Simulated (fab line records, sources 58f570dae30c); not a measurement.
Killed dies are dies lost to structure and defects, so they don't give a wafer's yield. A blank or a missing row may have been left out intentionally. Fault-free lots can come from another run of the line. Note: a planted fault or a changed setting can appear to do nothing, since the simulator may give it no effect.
Which tool did it? / flow berkeley-cmos170 / 15 lots with 45 wafers sampled at 3 steps, on a route of 331 steps

== WHAT THE GAUGES READ, wafer by wafer ==
UCB170_M2_OVL_MEAS_16.
lot=L824; measured=day 8 13:35; on=overlay-02; M2_OVL (nm)=5 5 -2
lot=L823; measured=day 8 13:54; on=overlay-02; M2_OVL (nm)=4 -5 0
lot=L825; measured=day 8 22:33; on=overlay-01; M2_OVL (nm)=3 -11 -1
lot=L826; measured=day 9 11:56; on=overlay-01; M2_OVL (nm)=9 -1 -4
lot=L827; measured=day 9 12:14; on=overlay-01; M2_OVL (nm)=-6 -5 -2
lot=L829; measured=day 10 02:10; on=overlay-01; M2_OVL (nm)=5 -6 0
lot=L832; measured=day 10 08:47; on=overlay-01; M2_OVL (nm)=5 16 6
lot=L831; measured=day 10 13:27; on=overlay-02; M2_OVL (nm)=-1 -2 9
lot=L834; measured=day 11 10:23; on=overlay-02; M2_OVL (nm)=6 -6 -2
lot=L836; measured=day 11 21:00; on=overlay-02; M2_OVL (nm)=-4 -4 0
lot=L840; measured=day 12 16:44; on=overlay-02; M2_OVL (nm)=6 10 3
lot=L841; measured=day 12 18:35; on=overlay-02; M2_OVL (nm)=4 6 3
lot=L842; measured=day 12 18:46; on=overlay-02; M2_OVL (nm)=0 -3 -11
lot=L839; measured=day 12 19:02; on=overlay-02; M2_OVL (nm)=6 13 -1
lot=L846; measured=day 13 09:11; on=overlay-02; M2_OVL (nm)=8 0 6

UCB170_M2_CD_MEAS_90: target cd 700 nm.
lot=L824; measured=day 8 13:58; on=cd-sem-02; cd-nm (nm)=705.7 706.1 706.9
lot=L823; measured=day 8 14:17; on=cd-sem-01; cd-nm (nm)=701.8 702.7 702.7
lot=L825; measured=day 8 22:56; on=cd-sem-01; cd-nm (nm)=701.9 703.3 701.2
lot=L826; measured=day 9 12:32; on=cd-sem-01; cd-nm (nm)=704.7 703.3 702.1
lot=L827; measured=day 9 12:41; on=cd-sem-01; cd-nm (nm)=696.3 697.4 694.5
lot=L829; measured=day 10 02:31; on=cd-sem-02; cd-nm (nm)=702.7 700.8 703.2
lot=L832; measured=day 10 09:10; on=cd-sem-01; cd-nm (nm)=699.7 701.5 698.8
lot=L831; measured=day 10 14:01; on=cd-sem-01; cd-nm (nm)=699.4 696.9 698.8
lot=L834; measured=day 11 10:45; on=cd-sem-02; cd-nm (nm)=704.9 701.7 703.1
lot=L836; measured=day 11 21:26; on=cd-sem-01; cd-nm (nm)=698.6 697.4 701.1
lot=L840; measured=day 12 17:17; on=cd-sem-01; cd-nm (nm)=702.2 702.9 701.1
lot=L841; measured=day 12 19:01; on=cd-sem-02; cd-nm (nm)=699.6 698.0 698.8
lot=L842; measured=day 12 19:07; on=cd-sem-01; cd-nm (nm)=699.2 700.5 703.8
lot=L839; measured=day 12 19:24; on=cd-sem-02; cd-nm (nm)=698.5 700.9 697.3
lot=L846; measured=day 13 09:33; on=cd-sem-01; cd-nm (nm)=698.2 697.3 697.9

UCB170_V2_THK_MEAS_01.
lot=L824; measured=day 8 14:14; on=film-metro-04; V2_TEOS_THK (nm)=2023 2040 2071
lot=L823; measured=day 8 14:32; on=film-metro-02; V2_TEOS_THK (nm)=1983 1992 1993
lot=L825; measured=day 8 23:12; on=film-metro-01; V2_TEOS_THK (nm)=2010 2028 2066
lot=L826; measured=day 9 12:49; on=film-metro-02; V2_TEOS_THK (nm)=2012 1999 2017
lot=L827; measured=day 9 12:57; on=film-metro-04; V2_TEOS_THK (nm)=1969 2005 2016
lot=L829; measured=day 10 02:48; on=film-metro-02; V2_TEOS_THK (nm)=1994 2008 2004
lot=L832; measured=day 10 09:26; on=film-metro-02; V2_TEOS_THK (nm)=1986 1996 2034
lot=L831; measured=day 10 14:17; on=film-metro-01; V2_TEOS_THK (nm)=1999 1994 2022
lot=L834; measured=day 11 11:02; on=film-metro-04; V2_TEOS_THK (nm)=2032 2012 2019
lot=L836; measured=day 11 21:42; on=film-metro-02; V2_TEOS_THK (nm)=1984 2043 2054
lot=L840; measured=day 12 17:34; on=film-metro-02; V2_TEOS_THK (nm)=1959 1961 1967
lot=L841; measured=day 12 19:16; on=film-metro-04; V2_TEOS_THK (nm)=2022 1966 2010
lot=L842; measured=day 12 19:24; on=film-metro-02; V2_TEOS_THK (nm)=1976 2017 2018
lot=L839; measured=day 12 19:40; on=film-metro-04; V2_TEOS_THK (nm)=1947 1972 1965
lot=L846; measured=day 13 09:50; on=film-metro-02; V2_TEOS_THK (nm)=1944 1990 2011

== WHAT TOOL EACH LOT RAN ON (gives the tool, then ch and the chambers of the sampled wafers, and finally the start) ==
Record: no process step prior to these readings.

== WHAT THE TOOLS THEMSELVES READ (means of the sampled wafers that have a number; where no wafer has one, the mark that the record gives instead) ==
The record holds no such reading with a usual standard deviation.

== THE ANSWER, worked out from the rows above alone ==
Rule: usual is defined by the lots themselves. The widest of any qualifying gaps counts: lots, ordered by their means at a reading, are off when they make up no more than a third of the lots, leave a main group of 4 or more, and stand apart from it by 3 or more times the standard deviation of that group's means. A main group is skipped when, at the precision printed for the reading in the tables above, its means are all equal. Also off: a lot with no number at a reading for which 4 or more lots have one. Where the step has rows for the other lots, those lots are counted as sound. Order of review: gauges by route order, followed by the tools' own readings, for which a lot's mean as printed above is used. At the first step where some lot is off, the reading lying furthest off is the one used; lots without a number count as furthest.
No lot is off at any reading shown: from this, nothing can be told.

== WHAT THE SIMULATOR PUT IN ==
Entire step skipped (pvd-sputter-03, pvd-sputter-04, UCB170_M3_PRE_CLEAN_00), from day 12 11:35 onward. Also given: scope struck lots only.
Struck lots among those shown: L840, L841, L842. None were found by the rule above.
